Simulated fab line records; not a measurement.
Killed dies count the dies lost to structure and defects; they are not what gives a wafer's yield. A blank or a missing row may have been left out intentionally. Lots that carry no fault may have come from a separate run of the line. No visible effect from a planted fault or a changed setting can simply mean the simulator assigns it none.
Split-lot study	flow berkeley cmos170	5 lots, 23 wafers read, on a route of 331 steps

SPLIT DETAILS
At UCB170_NSD_PEB_04, the setting peb temp c was moved away from the recipe's 130 C on 6 of the 23 wafers read, by -2.1% to +2.7%. This setting was run at the recipe's value on the other wafers.

BETWEEN THE SPLIT AND THE READING: the file shows 1 step in between
- UCB170_NSD_DEVELOP_05: develop time 45 s

THE READING
At UCB170_NSD_CD_MEAS_06: cd nm in nanometres, against a target cd of 1200 nm. Fault-free wafers of this fab line usually give 1200.3 nm, standard deviation 1.2 nm.

wafer	tool, chamber at the split	peb temp c as run, C	against the recipe	cd nm, nm	against lot-mates on the recipe
L074.2	litho track-01, 0	130	recipe	1201.8	-
L074.3	litho track-01, 0	130	recipe	1201.4	-
L074.4	litho track-01, 0	132.4	+1.8%	1215.4	+14.0
L074.5	litho track-01, 0	132.4	+1.8%	1214.7	+13.3
L074.6	litho track-01, 0	130	recipe	1200.9	-
L077.1	litho track-03, 0	130	recipe	1199.1	-
L077.3	litho track-03, 0	130	recipe	1198.9	-
L077.6	litho track-03, 0	130	recipe	1199.4	-
L082.1	litho track-03, 0	130	recipe	1199.5	-
L082.2	litho track-03, 0	127.3	-2.1%	1179.1	-21.3
L082.3	litho track-03, 0	130	recipe	1201.1	-
L082.5	litho track-03, 0	130	recipe	1200.6	-
L082.6	litho track-03, 0	127.3	-2.1%	1179.4	-21.0
L084.1	litho track-01, 0	133.5	+2.7%	1220.0	+20.2
L084.3	litho track-01, 0	130	recipe	1199.8	-
L084.4	litho track-01, 0	130	recipe	1199.7	-
L084.5	litho track-01, 0	130	recipe	1199.8	-
L084.6	litho track-01, 0	133.5	+2.7%	1218.4	+18.6
L085.1	litho track-01, 0	130	recipe	1199.9	-
L085.2	litho track-01, 0	130	recipe	1199.3	-
L085.3	litho track-01, 0	130	recipe	1199.5	-
L085.5	litho track-01, 0	130	recipe	1199.6	-
L085.6	litho track-01, 0	130	recipe	1199.7	-

THE FIT
A straight line over all 23 wafers: cd nm changes by +8.29 nm for each +1% of peb temp c; r = +0.99; the points scatter about the line by 1.5 nm.
The same after taking each lot's own level away (the mean of its wafers on the recipe; 23 wafers): +8.24 nm for each +1%; r = +0.99; scatter 1.4 nm.
On that fit, the largest move of peb temp c shifts the reading by 22 nm.
The lots' own levels span 1199.13 to 1201.37 nm, that is 1.9 times the standard deviation above.
Hence the lot-to-lot level has little effect on the slope; both slopes agree.
Check: with one of the wafers moved furthest among these (+2.7%) left out of the fit, the line predicts +21.9 nm for it against its lot-mates. Against them it came out at +20.2 nm.

FILE'S OWN FIT
cd nm changes by +8.12 nm for each +1% of peb temp c, r = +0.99.
